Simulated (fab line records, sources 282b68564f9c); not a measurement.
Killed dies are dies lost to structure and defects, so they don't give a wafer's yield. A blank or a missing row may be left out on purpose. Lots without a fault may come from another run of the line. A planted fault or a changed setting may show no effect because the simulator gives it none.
One fault seen from 2 desks | flow rit_cmos | each desk has only its own numbers; what lay behind them comes last

THE METROLOGY DESK
What the gauges read, lot by lot, whatever tool the lot ran on: means of the sampled wafers that have a number. A lot is out of limits, marked OUT, if its mean lies more than 4 standard deviations from the usual mean; the brackets give that distance.
Columns: A = PSD_OVL at RIT_PSD_OVL_MEAS_06, usual -0.2 nm; B = CONTACT_OVL at RIT_CONTACT_OVL_MEAS_09, usual 0.1 nm; C = M1_AL_RS at RIT_M1_RS_MEAS_01, usual 0.0737 ohm/sq; D = M1_BOW at RIT_M1_BOW_MEAS_16, usual 17 um
lot  | first seen here | A    | B    | C                 | D
L102 | day 3 08:02     | 0.7  | 0.2  | 0.0742            | 20
L104 | day 3 19:02     | -0.9 | -0.6 | 0.0747            | 17
L106 | day 4 03:21     | -1.2 | 0.4  | 0.0727            | 11
L109 | day 4 18:23     | 0.4  | -1.7 | 0.0737            | 12
L112 | day 5 09:02     | -0.9 | 0.6  | 0.0751            | 19
L114 | day 5 20:25     | -1.2 | 0.4  | 0.0728            | 23
L116 | day 6 07:34     | 0.2  | -1.0 | 0.0741            | 15
L117 | day 6 10:49     | 0.5  | 0.7  | 0.0729            | 19
L118 | day 6 14:41     | -0.6 | 0.8  | 0.0738            | 14
L119 | day 6 18:46     | 0.2  | 1.0  | 0.0740            | 8
L120 | day 7 00:13     | 0.7  | -0.0 | 0.0737            | 22
L121 | day 7 06:34     | 0.6  | 2.2  | 0.0713            | 15
L123 | day 7 19:41     | -0.3 | -2.2 | 0.0733            | 23
L124 | day 7 22:34     | -0.7 | 1.5  | 0.0704 (-4.6) OUT | 16
This desk's finding: out of limits on L124; first on L124, day 8 03:11 (M1_AL_RS at RIT_M1_RS_MEAS_01). In limits: L102, L104, L106, L109, L112, L114, L116, L117, L118, L119, L120, L121, L123.

THE TOOL OWNER'S DESK: pvd_sputter-04
The tool's own readings at RIT_M1_SPUTTER_00 (material Al, target thk 400 nm, time 500 s): means of the sampled wafers that have a number, for each lot that ran on this tool. A lot is out of limits, marked OUT, if its mean lies more than 4 standard deviations from the usual mean; the brackets give that distance.
Columns: A = chamber_pressure_pa at RIT_M1_SPUTTER_00, usual 0.4002 Pa; B = throttle_valve_pct at RIT_M1_SPUTTER_00, usual 30.0 %
lot  | first seen here | A                | B
L102 | day 3 12:16     | 0.4005           | 30.6
L109 | day 4 22:44     | 0.3997           | 30.5
L117 | day 6 15:17     | 0.4006           | 29.9
L119 | day 6 23:06     | 0.4004           | 29.1
L121 | day 7 10:58     | 0.3520 (-72) OUT | 32.6
L124 | day 8 02:52     | 0.3520 (-72) OUT | 33.3
This desk's finding: out of limits on L121, L124; first on L121, day 7 10:58 (chamber_pressure_pa at RIT_M1_SPUTTER_00). In limits: L102, L109, L117, L119.

PUT TOGETHER
The tool owner's desk could have raised an alarm at day 7 10:58, on L121, L124.
The metrology desk could have raised an alarm at day 8 03:11, on L124.
The metrology desk has L121 on record, within its limits.
Of the lots named, all ran RIT_M1_SPUTTER_00 on pvd_sputter-04.

WHAT THE SIMULATOR HAD PUT IN
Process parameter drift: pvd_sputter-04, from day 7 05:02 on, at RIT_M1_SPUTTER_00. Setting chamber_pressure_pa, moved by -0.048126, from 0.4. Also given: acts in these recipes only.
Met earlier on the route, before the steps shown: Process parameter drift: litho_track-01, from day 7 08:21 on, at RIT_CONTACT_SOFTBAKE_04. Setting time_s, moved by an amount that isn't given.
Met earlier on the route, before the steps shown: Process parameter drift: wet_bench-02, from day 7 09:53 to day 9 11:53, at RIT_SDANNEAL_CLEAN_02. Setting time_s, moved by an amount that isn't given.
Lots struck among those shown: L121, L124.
Hours from the fault's start to each desk's first reading out of limits: the tool owner's desk, 6; the metrology desk, 22.
